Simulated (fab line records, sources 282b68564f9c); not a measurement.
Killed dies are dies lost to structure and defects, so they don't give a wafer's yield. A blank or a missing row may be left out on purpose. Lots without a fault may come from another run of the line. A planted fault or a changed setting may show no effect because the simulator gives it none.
Which tool did it? | flow rit_cmos | 14 lots, 42 wafers sampled, at 2 steps of a route of 202

WHAT THE GAUGES READ, wafer by wafer
RIT_WELLDRIVE_RS_MEAS_01: measures by four-point-probe. Usual: NWELL_RS 275.5 ohm/sq, standard deviation 0.92.
lot  | measured    | on            | NWELL_RS (ohm/sq)                   | flag
L900 | day 2 05:05 | film_metro-03 | 275.9 275.8 275.8                   |
L904 | day 3 01:04 | film_metro-03 | 277.0 276.9 277.5                   |
L905 | day 3 07:35 | film_metro-04 | 276.4 276.0 275.1                   |
L906 | day 3 14:05 | film_metro-03 | 276.5 276.9 276.4                   |
L907 | day 3 20:28 | film_metro-04 | 274.5 276.0 276.0                   |
L908 | day 4 01:35 | film_metro-01 | 276.1 276.3 276.6                   |
L910 | day 4 09:29 | film_metro-04 | 273.7 274.4 274.2                   |
L913 | day 5 00:23 | film_metro-03 | 274.9 275.3 276.1                   |
L914 | day 5 05:28 | film_metro-04 | 269.3 269.4 269.6 269.5 269.2 269.9 | OFF
L915 | day 5 11:42 | film_metro-03 | 270.3 270.7 271.3 270.1 271.3 270.9 | OFF
L916 | day 5 15:59 | film_metro-03 | 274.0 274.9 274.5                   |
L918 | day 6 00:11 | film_metro-03 | 276.1 275.5 275.9                   |
L919 | day 6 04:49 | film_metro-03 | 274.0 273.6 274.6                   |
L920 | day 6 09:38 | film_metro-04 | 274.4 275.9 274.5                   |

WHICH TOOL RAN EACH LOT (tool, then ch and the chambers of the sampled wafers, then the start)
lot  | RIT_NWELL_IMPLANT_08
L900 | implanter-04 ch 0, day 1 22:04
L904 | implanter-04 ch 0, day 2 17:55
L905 | implanter-04 ch 0, day 3 00:34
L906 | implanter-04 ch 0, day 3 04:41
L907 | implanter-01 ch 0, day 3 11:08
L908 | implanter-01 ch 0, day 3 17:38
L910 | implanter-02 ch 0, day 4 00:11
L913 | implanter-02 ch 0, day 4 16:11
L914 | implanter-01 ch 0, day 4 21:32
L915 | implanter-01 ch 0, day 5 03:42
L916 | implanter-04 ch 0, day 5 07:43
L918 | implanter-02 ch 0, day 5 16:17
L919 | implanter-04 ch 0, day 5 21:17
L920 | implanter-04 ch 0, day 6 02:02
- RIT_NWELL_IMPLANT_08

WHAT THE TOOLS THEMSELVES READ (means of the sampled wafers that have a number; where no wafer has one, the mark that the record gives instead)
RIT_NWELL_IMPLANT_08. Usual: dose_ions_cm2 5.001e+13, standard deviation 5.4e+10; end_station_pressure_torr 5.15e-06 Torr, standard deviation 2.7e-07.
lot  | tool         | dose_ions_cm2 | end_station_pressure_torr (Torr) | flag
L900 | implanter-04 | 5.002e+13     | 5.06e-06                         |
L904 | implanter-04 | 4.995e+13     | 5.06e-06                         |
L905 | implanter-04 | 5.003e+13     | 4.89e-06                         |
L906 | implanter-04 | 5.001e+13     | 5.13e-06                         |
L907 | implanter-01 | 4.999e+13     | 5.20e-06                         |
L908 | implanter-01 | 5.000e+13     | 5.14e-06                         |
L910 | implanter-02 | 5.000e+13     | 5.21e-06                         |
L913 | implanter-02 | 5.003e+13     | 5.21e-06                         |
L914 | implanter-01 | 5.150e+13     | 5.38e-06                         | OFF
L915 | implanter-01 | 5.157e+13     | 5.05e-06                         | OFF
L916 | implanter-04 | 4.999e+13     | 5.32e-06                         |
L918 | implanter-02 | 5.007e+13     | 5.04e-06                         |
L919 | implanter-04 | 5.003e+13     | 5.26e-06                         |
L920 | implanter-04 | 5.005e+13     | 5.03e-06                         |

THE ANSWER, worked out from the rows above alone
Rule: a lot is off if the mean of its wafers that have a number lies more than 3 standard deviations from the usual mean. A lot without any number at a reading at which 4 lots or more have one is off too. The other lots that the step has rows for count as sound. The gauges are gone through in route order, then the tools' own readings, and for those a lot's mean is taken as printed above. The first step at which some lot is off is used, and at that step the reading that is off furthest; a lot without a number counts as furthest.
Off: L914, L915, at RIT_WELLDRIVE_RS_MEAS_01 (NWELL_RS).
A tool fits if, at a process step before that reading, it ran every lot that is off, and no sound lot after the first of them. The gauges at RIT_WELLDRIVE_RS_MEAS_01 aren't tried: what is off there is off at RIT_NWELL_IMPLANT_08 too, on other tools, and a gauge's error can't cause that. One fits: implanter-01 at RIT_NWELL_IMPLANT_08. Its last sound lot is L908 (day 3 17:38), its first lot that is off L914 (day 4 21:32): a fault that began between those two fits.
The tool's own readings at RIT_NWELL_IMPLANT_08 bear it out: on the lots that are off they differ by more than 5 times the standard deviation of the sound lots' means. dose_ions_cm2 reads 5.154e+13 there against 5.001e+13 on the sound lots.

WHAT THE SIMULATOR HAD PUT IN
Process parameter drift: implanter-01, from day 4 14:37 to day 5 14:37, at RIT_NWELL_IMPLANT_08. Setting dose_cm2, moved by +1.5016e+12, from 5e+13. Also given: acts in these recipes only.
Lots struck among those shown: L914, L915. The rule above found the same.
